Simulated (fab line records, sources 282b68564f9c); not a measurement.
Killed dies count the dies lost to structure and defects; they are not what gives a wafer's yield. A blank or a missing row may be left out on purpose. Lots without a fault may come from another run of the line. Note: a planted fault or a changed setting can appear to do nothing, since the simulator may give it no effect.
fab line records    flow rit_cmos    part 2 of 2: steps 41 to 43 of 43
[record] lots = 7  wafers = 21  last_day = 6
route steps=202 shown NSD@139 PSD@142 SDANNEAL@153 PLDD@159 NLDD@160 SILICIDE@161 CONTACT@168 M1@202
lots untouched by any fault: they come from a run of this same line in which no faults occurred
start_h: start of the lot's first displayed wafer, in hours after the record's first day    wait_h: hours since the lot's step before    " as in the row above    L1.1+2: several wafers, shown together as one row    - no value, or no start given    * or withheld: withheld    < > ~ a bound
route shown NAME@n: a module of which the file shows steps, and the number in the route of the first    usual: average and standard deviation across the fault-free wafers    same: alike in all rows    chamber/n: place in a boat    sites: per-site readings    _std_site: the values' standard deviation    _edge_site: the outer-site mean with the inner-site mean subtracted    radius_mm: for every site, how far away it sits from the centre of the wafer    mask NAME#n: copy n    behind: the tool/chamber that last shaped the wafer    hold: reason for holding the lot/hours on hold/outcome of the hold    device: which transistor (n, p or np) failed to switch    end of line: tests of these same wafers at the route's end    a step given without rows: its recipe and nothing more    killed: not the wafer's yield, but the dies lost to structure and defects at the first sort    map: per-die view of a wafer (x killed, . not killed, _ where there is no die)
set.NAME: the setting as run; set.NAME@STEP: as run at that earlier step    model.NAME: the simulator's own value behind a step, which no gauge read
lots at selected steps of the route; one table per step, one row per wafer
services: from which hour (start_h, from the record's first day; less than 0 if before it) a tool's chamber was out of use, for how many hours, and why
[[steps]]
[step RIT_CONTACT_ETCH_11]
[recipe] target_depth_a = 4800  over_etch_frac = 0.2  stop_on = TiSi2  chemistry = CHF3/CF4/Ar  target = SiO2  CHF3_flow_sccm = 50  cf4_flow_sccm = 10  Ar_flow_sccm = 100  O2_flow_sccm = 5  pressure_mtorr = 100  rf_w = 200  time_s = 320
[usual] drypump_motor_current_A = 5.8/0.43  oes_product_au = 0.986/0.015  throttle_valve_pct = 8.84/0.11
[same] time_s = 320
lot.wafer  tool         chamber  start_h  wait_h  drypump_motor_current_A  oes_product_au  rf_hours_counter_h  throttle_valve_pct
L617.1     rie_diel-02  1        92.76    0.1     5.4                      1.005           80                  9.01
L617.2     "            2        "        "       5.4                      0.993           137                 8.81
L617.4     "            3        "        "       5.7                      1.013           157                 8.61
L618.1     rie_diel-03  3        99.34    0.1     5.7                      0.980           149                 8.79
L618.2     "            0        "        "       6.6                      0.975           10                  8.85
L618.3     "            1        "        "       5.2                      0.985           40                  8.76
L622.1     rie_diel-03  2        117.62   0.1     5.9                      0.967           28                  8.70
L622.2     "            0        "        "       6.6                      0.972           10                  8.85
L622.6     "            3        "        "       5.7                      0.978           -                   8.83
L623.1     rie_diel-02  2        122.83   0.1     5.4                      0.998           138                 8.81
L623.2     "            1        "        "       5.4                      0.996           81                  9.01
L623.3     "            0        "        "       6.3                      0.993           116                 8.99
L624.2     rie_diel-03  0        126.35   0.1     6.6                      0.967           10                  8.85
L624.3     "            3        "        "       5.7                      0.977           150                 8.84
L624.4     "            1        "        "       5.2                      0.989           41                  8.74
L626.3     rie_diel-02  2        136.83   0.1     5.4                      0.992           138                 8.81
L626.4     "            1        "        "       5.4                      0.993           81                  9.01
L626.5     "            0        "        "       6.2                      0.993           -                   9.01
L627.1     rie_diel-04  0        142.41   0.1     5.7                      1.000           76                  8.85
L627.3     "            1        "        "       6.1                      0.983           102                 9.00
L627.4     "            2        "        "       5.8                      0.962           120                 8.82
[step RIT_CONTACT_STRIP_12]
[recipe] chemistry = O2  time_s = 180  resist = NOVOLAK  platen_temp_c = withheld  power_w = 500  pressure_mtorr = 4000  o2_flow_sccm = 4000
[step RIT_M1_PROBE_99]
[usual] killed_at_M0_to_M3 = 0.0/0.2  killed_at_contacts = 0.1/0.32  killed_at_front_end = 6.7/2.9  killed_dies = 6.8/2.9  killed_on_rim = 1.8/1.4  killed_open = 3.3/1.7  killed_short = 3.4/2.1
[same] gross_dies = 264  killed_at_M4_up = 0  killed_at_back_side = 0  killed_at_other = 0
lot.wafer  tool       chamber  start_h  wait_h  killed_at_M0_to_M3  killed_at_contacts  killed_at_front_end  killed_dies  killed_on_rim  killed_open  killed_short
L617.1     prober-02  -        98.43    0.1     0                   0                   13                   13           4              6            7
L617.2     prober-02  -        98.48    0.1     0                   0                   2                    2            0              1            1
L617.4     prober-02  -        98.58    0.2     1                   0                   9                    10           5              6            4
L618.1     prober-01  -        104.19   0.1     0                   1                   8                    9            4              5            4
L618.2     prober-01  -        104.24   0.1     0                   0                   6                    6            1              1            5
L618.3     prober-01  -        104.29   0.2     0                   0                   1                    1            0              1            0
L622.1     prober-01  -        122.84   0.1     0                   0                   16                   16           3              6            10
L622.2     prober-01  -        122.89   0.1     0                   0                   4                    4            1              1            3
L622.6     prober-01  -        123.09   0.2     0                   0                   5                    5            1              2            3
L623.1     prober-02  -        128.44   0.1     0                   0                   23                   23           8              3            1
L623.2     prober-02  -        128.49   0.1     0                   0                   34                   34           10             1            5
L623.3     prober-02  -        128.54   0.2     0                   0                   29                   29           11             4            3
L624.2     prober-01  -        131.45   0.1     0                   0                   28                   28           8              0            3
L624.3     prober-01  -        131.50   0.2     0                   0                   26                   26           12             4            3
L624.4     prober-01  -        131.55   0.2     0                   0                   36                   36           10             4            2
L626.3     prober-01  -        143.98   0.2     0                   0                   10                   10           3              1            9
L626.4     prober-01  -        144.03   0.2     0                   0                   14                   14           7              9            4
L626.5     prober-01  -        144.08   0.2     0                   0                   11                   11           2              7            4
L627.1     prober-02  -        150.66   0.1     0                   0                   26                   26           11             2            1
L627.3     prober-02  -        150.76   0.2     0                   0                   30                   30           12             4            0
L627.4     prober-02  -        150.81   0.2     0                   0                   26                   26           8              1            5
// killed by level:class
L617.1 SPACER:geometric_particle:open=4 SPACER:geometric_particle:short=3 FOX1:geometric_particle:short=2 GATE:geometric_particle:open=2 GATE:geometric_particle:short=1 REOX:geometric_particle:short=1
L617.2 REOX:geometric_particle:open=1 SILICIDE:geometric_particle:short=1
L617.4 GATE:geometric_particle:open=3 GATE:geometric_particle:short=3 SPACER:geometric_particle:open=2 REOX:geometric_particle:open=1 M1:geometric_particle:short=1
L618.1 FOX1:geometric_particle:short=2 FOX1:geometric_particle:open=2 SPACER:geometric_particle:open=2 ACTIVE:geometric_particle:open=1 REOX:geometric_particle:short=1 CONTACT:geometric_particle:short=1
L618.2 FOX1:geometric_particle:short=3 SPACER:geometric_particle:short=2 FOX1:geometric_particle:open=1
L618.3 FOX2:geometric_particle:open=1
L622.1 GATE:geometric_particle:short=4 FOX2:geometric_particle:short=2 GATE:geometric_particle:open=2 SPACER:geometric_particle:short=2 FOX1:geometric_particle:short=1 FOX2:geometric_particle:open=1 REOX:geometric_particle:open=1 REOX:geometric_particle:short=1
L622.2 GATE:geometric_particle:short=2 FOX1:geometric_particle:short=1 SILICIDE:geometric_particle:open=1
L622.6 GATE:geometric_particle:short=2 GATE:geometric_particle:open=1 SPACER:geometric_particle:short=1 SPACER:geometric_particle:open=1
L623.1 PSD:unspecified=19 GATE:geometric_particle:open=3 GATE:geometric_particle:short=1
L623.2 PSD:unspecified=28 GATE:geometric_particle:short=3 FOX1:geometric_particle:short=1 GATE:geometric_particle:open=1 SILICIDE:geometric_particle:short=1
L623.3 PSD:unspecified=22 GATE:geometric_particle:open=2 FOX1:geometric_particle:short=1 GATE:geometric_particle:short=1 REOX:geometric_particle:open=1 REOX:geometric_particle:short=1 SILICIDE:geometric_particle:open=1
L624.2 PSD:unspecified=25 GATE:geometric_particle:short=2 FOX2:geometric_particle:short=1
L624.3 PSD:unspecified=19 GATE:geometric_particle:short=2 FOX2:geometric_particle:open=1 GATE:geometric_particle:open=1 REOX:geometric_particle:open=1 SILICIDE:geometric_particle:short=1 SILICIDE:geometric_particle:open=1
L624.4 PSD:unspecified=30 GATE:geometric_particle:open=2 REOX:geometric_particle:short=1 SPACER:geometric_particle:open=1 SPACER:geometric_particle:short=1 SILICIDE:geometric_particle:open=1
L626.3 FOX2:geometric_particle:short=4 FOX1:geometric_particle:short=2 GATE:geometric_particle:short=2 REOX:geometric_particle:short=1 SPACER:geometric_particle:open=1
L626.4 GATE:geometric_particle:open=3 FOX2:geometric_particle:open=2 SPACER:geometric_particle:short=2 ACTIVE:geometric_particle:open=1 FOX1:geometric_particle:open=1 FOX1:geometric_particle:short=1 FOX2:geometric_particle:short=1 REOX:geometric_particle:open=1
L626.5 FOX1:geometric_particle:short=2 FOX2:geometric_particle:open=2 GATE:geometric_particle:open=2 SILICIDE:geometric_particle:open=2 FOX1:geometric_particle:open=1 GATE:geometric_particle:short=1 SPACER:geometric_particle:short=1
L627.1 PSD:unspecified=23 SPACER:geometric_particle:open=2 REOX:geometric_particle:short=1
L627.3 PSD:unspecified=26 FOX1:geometric_particle:open=1 GATE:geometric_particle:open=1 SPACER:geometric_particle:open=1 SILICIDE:geometric_particle:open=1
L627.4 PSD:unspecified=20 REOX:geometric_particle:short=2 FOX1:geometric_particle:short=1 FOX2:geometric_particle:short=1 REOX:geometric_particle:open=1 SILICIDE:geometric_particle:short=1
// map L623.2 (x killed, . not)
________......._______
_____.............____
____.........x.....___
___.................__
__....x.............._
__..................._
_..........x..........
_....................x
_.....................
_......x........x.....
__..................._
__..x.xx...x........._
___x..xxxxxx........__
____.xxxxxxx.......___
_____xxxxxxx......____
________xxx...._______
// map L624.4 (x killed, . not)
________......._______
_____.........x...____
____...............___
___.................__
__..................._
__...........x......._
_.....................
_.......x.............
_.............x.......
_.....................
__.....xx............_
__...xx.x.xx........._
___..xxxxxx.........__
____xxxxxxxxx......___
_____xxxxxxx......____
________xxx...._______
[[services]]
tool             chamber  start_h  hours  kind
plasma_asher-01  -        74.94    15.6   pm
rie_diel-03      2        92.13    9.0    repair
rie_diel-03      0        102.71   4.3    repair
pvd_sputter-04   -        103.01   4.5    repair
plasma_asher-01  -        106.05   2.8    repair
rie_diel-02      3        106.31   6.2    repair
rie_diel-04      -        107.91   2.8    pm
plasma_asher-04  -        108.81   9.0    pm
plasma_asher-04  0        108.81   9.0    vent_cycle
plasma_asher-04  1        108.81   9.0    vent_cycle
rie_diel-02      3        112.75   -      clean
rie_diel-02      3        112.75   23.8   scheduled_down
rie_diel-02      3        112.75   23.8   vent_cycle
plasma_asher-02  -        116.39   3.3    repair
plasma_asher-04  0        117.81   -      clean
plasma_asher-04  1        117.81   -      clean
[[key]]
[first_sign] step = RIT_M1_PROBE_99  reading = killed_at_front_end  direction = up  sigmas = 7.7  usual = 6.7  struck = 28.7
[effect] step = RIT_M1_PROBE_99  reading = killed_dies  direction = up  sigmas = 7.5  usual = 6.8  struck = 28.7
met_at RIT_PSD_STRIP_09
struck_wafers L623.1,L623.2,L623.3,L624.2,L624.3,L624.4,L627.1,L627.3,L627.4
tester_left_out L623,L624,L627
onset_between 114.41 119.70
[fault] kind = chamber_particle_source  tool = plasma_asher-01  chamber = -  onset_h = 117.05  steps = RIT_PSD_STRIP_09  rate_per_visit_cm2 = 1.3797  end_h = 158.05
// tester_left_out: of these lots the tester's yield and bins aren't shown, on N5 and GAA mostly nor the transistor test; their killed dies are dies lost to structure and defects alone, not to doping, threshold or leakage, so they don't give the yield
